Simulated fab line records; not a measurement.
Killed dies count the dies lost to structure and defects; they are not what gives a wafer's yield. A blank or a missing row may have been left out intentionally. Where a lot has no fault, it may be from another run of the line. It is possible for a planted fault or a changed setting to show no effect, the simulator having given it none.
Tool commonality check ; flow ritCmos ; Sampled: 14 lots, 42 wafers

== WHY IT WAS OPENED ==
RIT_M1_OVL_MEAS_10, reading M1_OVL: flagged on 3 of 14 lots. No-fault wafers: -0.6 nm, standard deviation 1.2.
Rule: flag the lot when none of its wafers has a number, or when each of its wafers that has one lies beyond 4 standard deviations from that mean. The rest of the lots are taken to be sound.

lot;measured;on;M1_OVL (nm), wafer by wafer;flag
L763;day 3 06:25;overlay-02;-1.9 -1.1 -0.5;
L764;day 3 11:56;overlay-02;-0.7 -2.1 -3.1;
L765;day 3 19:25;overlay-01;-1.4 -1.4 -1.3;
L769;day 4 13:43;overlay-01;771.9 771.5 770.8;FLAGGED
L771;day 5 00:32;overlay-01;-1.4 -0.1 -0.5;
L772;day 5 02:28;overlay-01;1.6 0.0 0.1;
L774;day 5 14:07;overlay-01;772.4 771.9 772.8;FLAGGED
L775;day 5 19:58;overlay-01;771.5 770.6 771.1;FLAGGED
L776;day 6 04:21;overlay-02;-0.2 0.6 1.1;
L777;day 6 09:52;overlay-02;-0.2 -1.3 -1.7;
L780;day 6 23:42;overlay-01;0.6 2.0 2.8;
L781;day 7 03:25;overlay-01;-0.4 -1.3 0.6;
L782;day 7 07:59;overlay-01;-0.4 -2.5 -1.6;
L786;day 8 04:38;overlay-01;1.0 -0.8 -1.0;
Averaged over the flagged lots the numbers come to 771.6 nm, +772.2 nm from the usual (+99 or more standard deviations).

== LOT BY LOT: THE TOOL USED ==
2 process steps preceding the reading are held in the record, out of 202 steps in the route. Each cell gives the tool, then ch followed by the chambers the sampled wafers passed through, then the start.
lot;flag;RIT_SILICIDE_RTA_04;RIT_M1_EXPOSE_06
L763;;rtpAnneal-01 ch 0, day 3 02:32;ilineStepper-01 ch 0, day 3 05:53
L764;;rtpAnneal-02 ch 0, day 3 07:49;ilineStepper-02 ch 0, day 3 11:16
L765;;rtpAnneal-01 ch 0, day 3 15:24;ilineStepper-02 ch 0, day 3 18:54
L769;FLAGGED;rtpAnneal-01 ch 0, day 4 09:35;ilineStepper-02 ch 0, day 4 13:11
L771;;rtpAnneal-01 ch 0, day 4 20:31;ilineStepper-01 ch 0, day 4 23:59
L772;;rtpAnneal-02 ch 0, day 4 22:36;ilineStepper-01 ch 0, day 5 01:56
L774;FLAGGED;rtpAnneal-02 ch 0, day 5 09:50;ilineStepper-02 ch 0, day 5 13:35
L775;FLAGGED;rtpAnneal-01 ch 0, day 5 15:56;ilineStepper-02 ch 0, day 5 19:25
L776;;rtpAnneal-02 ch 0, day 6 00:20;ilineStepper-01 ch 0, day 6 03:48
L777;;rtpAnneal-01 ch 0, day 6 06:00;ilineStepper-01 ch 0, day 6 09:19
L780;;rtpAnneal-02 ch 0, day 6 19:23;ilineStepper-01 ch 0, day 6 23:09
L781;;rtpAnneal-01 ch 0, day 6 23:23;ilineStepper-01 ch 0, day 7 02:53
L782;;rtpAnneal-02 ch 0, day 7 04:05;ilineStepper-01 ch 0, day 7 07:26
L786;;rtpAnneal-02 ch 0, day 8 00:28;ilineStepper-01 ch 0, day 8 04:05
What is done by these steps:
- RIT_SILICIDE_RTA_04: time 10 s, ramp up 5 s, ramp down 5 s.
- RIT_M1_EXPOSE_06: exposes mask M12, target cd 2600 nm.
- RIT_M1_OVL_MEAS_10

== FLAGGED OVER TOTAL, TOOL BY TOOL (the gauges that took the reading come last) ==
step;tool;lots run;flagged;share of the flagged lots;sound lots run after its first flagged lot
RIT_SILICIDE_RTA_04;rtpAnneal-01;7;2;some;3 (L771,L777,L781)
RIT_SILICIDE_RTA_04;rtpAnneal-02;7;1;some;4 (L776,L780,L782,L786)
RIT_M1_EXPOSE_06;ilineStepper-01;9;0;none;-
RIT_M1_EXPOSE_06;ilineStepper-02;5;3;all;0
RIT_M1_OVL_MEAS_10;overlay-01;10;3;all;6 (L771,L772,L780,L781,L782,L786)
RIT_M1_OVL_MEAS_10;overlay-02;4;0;none;-

== WHAT THE TABLE PERMITS ==
Table rows that saw every flagged lot: 2, namely ilineStepper-02 at RIT_M1_EXPOSE_06 and overlay-01 at RIT_M1_OVL_MEAS_10.
- ilineStepper-02 at RIT_M1_EXPOSE_06: 3 of its 5 lots flagged. Last sound lot L765 at day 3 18:54, first flagged lot L769 at day 4 13:11; a fault beginning in between fits.
- overlay-01 at RIT_M1_OVL_MEAS_10: 3 of its 10 lots flagged. Sound lots ran on it after the first flagged one (L771, L772, L780, L781, L782, L786), which a lasting fault on the whole tool wouldn't allow.
Left over: one tool, ilineStepper-02 at RIT_M1_EXPOSE_06.

== WHAT THE SIMULATOR HAD PUT IN ==
Scanner matching overlay: ilineStepper-02, from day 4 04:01 on, at RIT_M1_EXPOSE_06. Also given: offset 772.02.
Shown lots that were struck: L769, L774, L775. Same finding as the rule above.
